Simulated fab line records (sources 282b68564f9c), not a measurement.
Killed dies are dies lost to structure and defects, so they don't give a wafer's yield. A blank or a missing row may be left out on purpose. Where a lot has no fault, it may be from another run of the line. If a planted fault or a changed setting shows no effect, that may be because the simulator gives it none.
What tool caused it? + flow rit_cmos + 15 lots with 45 wafers sampled at 2 steps, on a route of 202 steps

== WHAT EACH GAUGE READ, for each wafer ==
The record holds no reading of a measuring or inspecting step that can be judged against a usual standard deviation.

== WHAT TOOL EACH LOT RAN ON (gives the tool, then ch and the chambers of the sampled wafers, and finally the start) ==
| lot  | RIT_GATE_CLEAN_01              | RIT_M1_PROBE_99        |
|------|--------------------------------|------------------------|
| L938 | wet_bench-01 ch 2, day 2 09:55 | prober-02, day 3 13:12 |
| L939 | wet_bench-01 ch 2, day 2 14:52 | prober-01, day 3 18:53 |
| L940 | wet_bench-01 ch 0, day 2 20:13 | prober-02, day 4 00:37 |
| L941 | wet_bench-02 ch 1, day 3 01:10 | prober-01, day 4 02:53 |
| L944 | wet_bench-01 ch 0, day 3 15:55 | prober-01, day 4 18:17 |
| L945 | wet_bench-03 ch 2, day 3 21:16 | prober-02, day 5 04:50 |
| L947 | wet_bench-01 ch 1, day 4 10:25 | prober-01, day 5 15:01 |
| L949 | wet_bench-01 ch 0, day 4 21:14 | prober-01, day 6 06:51 |
| L950 | wet_bench-03 ch 3, day 5 03:44 | prober-02, day 6 18:03 |
| L951 | wet_bench-03 ch 0, day 5 11:31 | prober-01, day 7 03:14 |
| L952 | wet_bench-02 ch 0, day 5 16:55 | prober-01, day 7 06:14 |
| L954 | wet_bench-02 ch 2, day 6 05:52 | prober-02, day 7 10:16 |
| L955 | wet_bench-01 ch 3, day 6 06:09 | prober-01, day 7 11:46 |
| L956 | wet_bench-03 ch 1, day 6 16:43 | prober-02, day 8 04:46 |
| L961 | wet_bench-03 ch 1, day 7 06:26 | prober-02, day 8 09:37 |
- RIT_GATE_CLEAN_01: cleans in SC1, time 607.7 s.
- RIT_M1_PROBE_99

== AS READ BY THE TOOLS THEMSELVES (means over the sampled wafers that have a number; for cases with no such wafer, the mark the record gives instead) ==
RIT_GATE_CLEAN_01.
| lot  | tool         | bath_guard_temp_C (C) | bath_heat_duty_pct (%) | temp_c (C) |
|------|--------------|-----------------------|------------------------|------------|
| L938 | wet_bench-01 | 75.7                  | 14.7                   | 75.00      |
| L939 | wet_bench-01 | 75.7                  | 15.1                   | 74.84      |
| L940 | wet_bench-01 | 75.2                  | 16.6                   | 75.03      |
| L941 | wet_bench-02 | 75.7                  | 15.1                   | 75.11      |
| L944 | wet_bench-01 | 75.2                  | 16.5                   | 74.97      |
| L945 | wet_bench-03 | 74.6                  | 15.8                   | 74.96      |
| L947 | wet_bench-01 | 74.3                  | 13.9                   | 74.83      |
| L949 | wet_bench-01 | 75.0                  | 16.2                   | 75.02      |
| L950 | wet_bench-03 | 76.1                  | 17.4                   | 74.85      |
| L951 | wet_bench-03 | 75.2                  | 14.7                   | 74.92      |
| L952 | wet_bench-02 | 75.4                  | 15.1                   | 74.86      |
| L954 | wet_bench-02 | -                     | -                      | -          |
| L955 | wet_bench-01 | -                     | -                      | -          |
| L956 | wet_bench-03 | -                     | -                      | -          |
| L961 | wet_bench-03 | 74.7                  | 13.2                   | 75.04      |

RIT_M1_PROBE_99.
| lot  | tool      | killed_at_contacts | killed_at_front_end | killed_dies | killed_open | killed_short |
|------|-----------|--------------------|---------------------|-------------|-------------|--------------|
| L938 | prober-02 | 0.0                | 7.3                 | 7.3         | 3.0         | 4.3          |
| L939 | prober-01 | 0.3                | 9.7                 | 10.0        | 3.7         | 6.3          |
| L940 | prober-02 | 0.0                | 4.3                 | 4.3         | 2.0         | 2.3          |
| L941 | prober-01 | 0.3                | 6.7                 | 7.0         | 3.7         | 3.3          |
| L944 | prober-01 | 0.0                | 8.0                 | 8.0         | 4.3         | 3.7          |
| L945 | prober-02 | 0.0                | 6.7                 | 6.7         | 5.0         | 1.7          |
| L947 | prober-01 | 0.0                | 6.3                 | 6.3         | 3.7         | 2.7          |
| L949 | prober-01 | 0.0                | 8.7                 | 8.7         | 6.3         | 2.3          |
| L950 | prober-02 | 0.0                | 4.3                 | 4.3         | 2.3         | 2.0          |
| L951 | prober-01 | 0.0                | 5.3                 | 5.3         | 2.3         | 3.0          |
| L952 | prober-01 | 0.0                | 9.3                 | 9.3         | 4.0         | 5.3          |
| L954 | prober-02 | 0.0                | 5.0                 | 5.0         | 3.7         | 1.3          |
| L955 | prober-01 | 0.0                | 4.0                 | 4.0         | 2.0         | 2.0          |
| L956 | prober-02 | 0.3                | 10.3                | 10.7        | 6.0         | 4.7          |
| L961 | prober-02 | 0.0                | 6.7                 | 6.7         | 2.7         | 4.0          |

== THE ANSWER, worked out from the rows above alone ==
Rule: the usual values come from the lots themselves. The widest of any qualifying gaps counts: lots, ordered by their means at a reading, are off when they make up no more than a third of the lots, leave a main group of 4 or more, and stand apart from it by 3 or more times the standard deviation of that group's means. A main group is skipped when, at the precision printed for the reading in the tables above, its means are all equal. A lot without any number at a reading at which 4 lots or more have one is off too. All remaining lots with rows at the step are treated as sound. The gauges are gone through in route order, then the tools' own readings, and for those a lot's mean is taken as printed above. At the first step where some lot is off, the reading lying furthest off is the one used; lots without a number count as furthest.
Off: L954, L955, L956, at RIT_GATE_CLEAN_01 (bath_guard_temp_C). Without a number there: L954, L955, L956. Mean 75.2 C and standard deviation 0.5 in the main group.
If a tool, at that step or one of the process steps before it, ran each lot that is off and ran no sound lot following the first of them, it fits. None of those tried fits.

== WHAT WAS PUT IN BY THE SIMULATOR ==
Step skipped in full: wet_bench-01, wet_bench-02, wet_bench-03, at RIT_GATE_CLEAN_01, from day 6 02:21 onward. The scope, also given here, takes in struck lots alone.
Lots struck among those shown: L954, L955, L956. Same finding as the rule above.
